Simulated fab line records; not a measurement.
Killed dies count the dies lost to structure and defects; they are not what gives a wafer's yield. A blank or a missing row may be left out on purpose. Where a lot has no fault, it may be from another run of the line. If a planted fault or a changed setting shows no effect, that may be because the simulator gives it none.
Which tool did it? | flow rit cmos | 14 lots with 42 wafers sampled at 3 steps, on a route of 202 steps

WHAT THE GAUGES SHOWED, per wafer
RIT_NWELL_OVL_MEAS_06. Usual: NWELL_OVL gives 0.1 nm (standard deviation 1.3).
lot  | measured    | on         | NWELL_OVL (nm) | flag
L239 | day 1 22:57 | overlay-01 | -1.1 -0.7 0.8  |
L244 | day 2 23:34 | overlay-01 | -2.0 -0.2 0.7  |
L245 | day 3 05:28 | overlay-02 | 0.7 0.6 -0.5   |
L248 | day 3 18:53 | overlay-01 | 0.4 0.3 0.7    |
L249 | day 3 22:16 | overlay-02 | -1.8 -0.2 -1.3 |
L252 | day 4 22:32 | overlay-01 | 1.2 0.9 1.6    |
L253 | day 5 01:38 | overlay-01 | 1.4 -0.1 -0.1  |
L255 | day 5 10:54 | overlay-02 | 1.6 -0.3 -0.1  |
L256 | day 5 13:07 | overlay-01 | 2.8 2.8 2.3    |
L257 | day 5 16:16 | overlay-01 | -0.3 1.0 -0.4  |
L258 | day 5 21:55 | overlay-01 | 1.2 1.3 0.5    |
L260 | day 6 06:59 | overlay-02 | -0.1 1.7 1.2   |
L261 | day 6 11:55 | overlay-02 | 2.0 0.4 -0.1   |
L262 | day 6 18:24 | overlay-02 | -1.4 -0.1 1.4  |

RIT_NRETRO_OVL_MEAS_06. Usual: NRETRO_OVL gives -0.5 nm (standard deviation 1.3).
lot  | measured    | on         | NRETRO_OVL (nm) | flag
L239 | day 2 07:45 | overlay-01 | 0.7 0.8 0.0     |
L244 | day 3 09:47 | overlay-01 | 1.5 1.6 0.4     |
L245 | day 3 14:59 | overlay-01 | -1.4 -1.1 -2.0  |
L248 | day 4 03:39 | overlay-01 | 0.0 0.2 -1.0    |
L249 | day 4 08:44 | overlay-01 | 0.1 2.0 -0.2    |
L252 | day 5 08:46 | overlay-01 | 2.8 1.1 -0.6    |
L253 | day 5 10:41 | overlay-01 | -2.0 -2.8 -0.2  |
L255 | day 5 19:28 | overlay-01 | -0.7 0.5 -1.7   |
L256 | day 6 00:12 | overlay-01 | -0.3 -1.2 0.6   |
L257 | day 6 02:07 | overlay-02 | -1.2 -0.9 -1.8  |
L258 | day 6 08:01 | overlay-01 | -0.1 -2.0 -1.6  |
L260 | day 6 16:07 | overlay-01 | -1.2 0.8 1.8    |
L261 | day 6 20:55 | overlay-02 | -0.1 -0.4 0.4   |
L262 | day 7 03:17 | overlay-02 | -0.1 -0.6 -1.1  |

TOOL THAT RAN EACH LOT (tool first, then ch and the chambers of the sampled wafers, then the start)
lot  | RIT_ACTIVE_CLEAN_15
L239 | wet bench-03 ch 3, day 1 15:16
L244 | wet bench-04 ch 0, day 2 16:25
L245 | wet bench-02 ch 2, day 2 23:44
L248 | wet bench-02 ch 2, day 3 12:11
L249 | wet bench-02 ch 3, day 3 17:16
L252 | wet bench-03 ch 2, day 4 12:44
L253 | wet bench-02 ch 3, day 4 15:56
L255 | wet bench-03 ch 1, day 5 01:20
L256 | wet bench-02 ch 0, day 5 05:28
L257 | wet bench-04 ch 1, day 5 11:10
L258 | wet bench-02 ch 0, day 5 14:26
L260 | wet bench-02 ch 3, day 6 01:20
L261 | wet bench-03 ch 3, day 6 06:01
L262 | wet bench-03 ch 3, day 6 11:20
- RIT_ACTIVE_CLEAN_15: cleans in SC1, time 600 s.

WHAT THE TOOLS THEMSELVES READ (means of the sampled wafers that have a number; where no wafer has one, the mark that the record gives instead)
RIT_ACTIVE_CLEAN_15. Usual: bath guard temp C 74.8 C, standard deviation 0.52; bath heat duty pct 16.3 %, standard deviation 1.9.
lot  | tool         | bath guard temp C (C) | bath heat duty pct (%) | flag
L239 | wet bench-03 | 74.5                  | 18.3                   |
L244 | wet bench-04 | 74.8                  | 12.7                   |
L245 | wet bench-02 | 75.0                  | 14.1                   |
L248 | wet bench-02 | 75.1                  | 13.6                   |
L249 | wet bench-02 | 75.4                  | 16.6                   |
L252 | wet bench-03 | -                     | -                      | OFF
L253 | wet bench-02 | -                     | -                      | OFF
L255 | wet bench-03 | 74.4                  | 15.7                   |
L256 | wet bench-02 | 74.4                  | 17.2                   |
L257 | wet bench-04 | 75.6                  | 15.2                   |
L258 | wet bench-02 | 74.6                  | 17.5                   |
L260 | wet bench-02 | 75.4                  | 15.9                   |
L261 | wet bench-03 | 74.6                  | 18.7                   |
L262 | wet bench-03 | 74.5                  | 19.3                   |

THE ANSWER, worked out from the rows above alone
Rule: take the mean of a lot's wafers that have a number; if it is more than 3 standard deviations from the usual mean, the lot is off. A lot without any number at a reading at which 4 lots or more have one is off too. Any other lot the step has rows for is counted as sound. After the gauges, taken in route order, come the tools' own readings; for these a lot's mean is taken, as printed above. At the first step where some lot is off, the reading lying furthest off is the one used; lots without a number count as furthest.
Off: L252, L253 (RIT_ACTIVE_CLEAN_15, bath guard temp C). Without a number there: L252, L253.
A tool fits if, at that step or a process step before it, it ran every lot that is off, and no sound lot after the first of them. No candidate that was tried fits.

WHAT THE SIMULATOR HAD INSERTED
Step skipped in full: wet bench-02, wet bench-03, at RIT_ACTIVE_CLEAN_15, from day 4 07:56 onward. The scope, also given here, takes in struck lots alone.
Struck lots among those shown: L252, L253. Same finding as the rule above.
